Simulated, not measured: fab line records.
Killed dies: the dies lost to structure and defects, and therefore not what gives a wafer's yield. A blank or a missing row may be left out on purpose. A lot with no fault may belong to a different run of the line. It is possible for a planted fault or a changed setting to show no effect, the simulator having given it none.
8D (eight disciplines) problem report, filled in by code | flow berkeleyCmos170 | the parts of the form that need people (team, actions taken, sign-off) are left out

## 1. PROBLEM STATEMENT
Mean of spinSpeedRpm at UCB170_PSD_COAT_01: 1472.5 rpm across 6 wafers in 2 lots; on wafers with no fault it is 1500.1 rpm (standard deviation 0.81). That puts it -34 standard deviations away from the usual mean.
The step: resist thk 900 nm.
First observed at day 9 20:32: wafer L229.1, on lithoTrack-04. Wafers with a number at this step in the record: 42, from 14 lots. Rule for "out", or "out of limits": more than 4 standard deviations from the usual mean. The other wafers with a number count as sound.

## 2. WHAT IT IS AND WHAT IT IS NOT
question                    | is                     | is not
which readings at this step | spinSpeedRpm           | dispensePressureKPa
which lots                  | L229, L230             | L216, L217, L218, L219, L220, L222, L223, L228, L232, L234, L237, L238
which wafers of those lots  | all that have a number | -
read on which tools         | lithoTrack-04          | lithoTrack-01, lithoTrack-02
when                        | from day 9 20:32       | up to then (24 sound wafers); but 12 sound wafers of L232, L234, L237, L238 came after

## 3. SUSPECTS, AND WHAT RULES EACH OUT
Counting: any tool at a process step up to the reading is kept as a suspect provided that every lot that is out went through it and no sound lot did after the first of them.
- plasmaAsher-02 at UCB170_PLDD_STRIP_10 (strips in O2): kept. All lots that are out passed through it, beginning with L229 at day 9 09:55, and no sound lot followed; its final sound lot before that point was L223 at day 8 14:05.
- lithoTrack-04 at UCB170_PSD_COAT_01 (resist thk 900 nm): kept. All lots that are out passed through it, beginning with L229 at day 9 20:32, and no sound lot followed; its final sound lot before that point was L223 at day 8 22:37. Out on those wafers are its own readings of spinSpeedRpm.
Remaining after the count are plasmaAsher-02 at UCB170_PLDD_STRIP_10 and lithoTrack-04 at UCB170_PSD_COAT_01.

## 4. THE CAUSE (what the simulator had put in)
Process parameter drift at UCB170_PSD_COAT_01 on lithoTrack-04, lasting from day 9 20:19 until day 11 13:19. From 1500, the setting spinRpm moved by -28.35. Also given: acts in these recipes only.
Counting leaves 2 suspects; this tool is one of them.

## 5. THE CHAIN OF EFFECTS, in route order
Each row: a reading where the mean over the struck wafers with a number is more than 3 standard deviations away from the usual. Only readings whose record carries a usual standard deviation are examined. hours: median over the lots of the time between each lot's start at the first step of this table that gives one and its start at this step. sigmas: the change, counted in usual standard deviations.
hours | step                | reading              | usual      | on struck wafers | change | sigmas
0     | UCB170_PSD_COAT_01  | spinSpeedRpm         | 1500.1 rpm | 1472.5           | -27.6  | -34
1     | UCB170_PSD_STRIP_09 | stripTimeToEndpointS | 29.35 s    | 29.58            | +0.23  | +3.4
The process steps in it:
- UCB170_PSD_COAT_01: resist thk 900 nm.
- UCB170_PSD_STRIP_09: strips in O2.

## 6. WHAT WOULD HAVE CAUGHT IT SOONER
In this record the first reading out of limits was taken at day 9 20:32, 0 hours after the fault began at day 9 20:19.
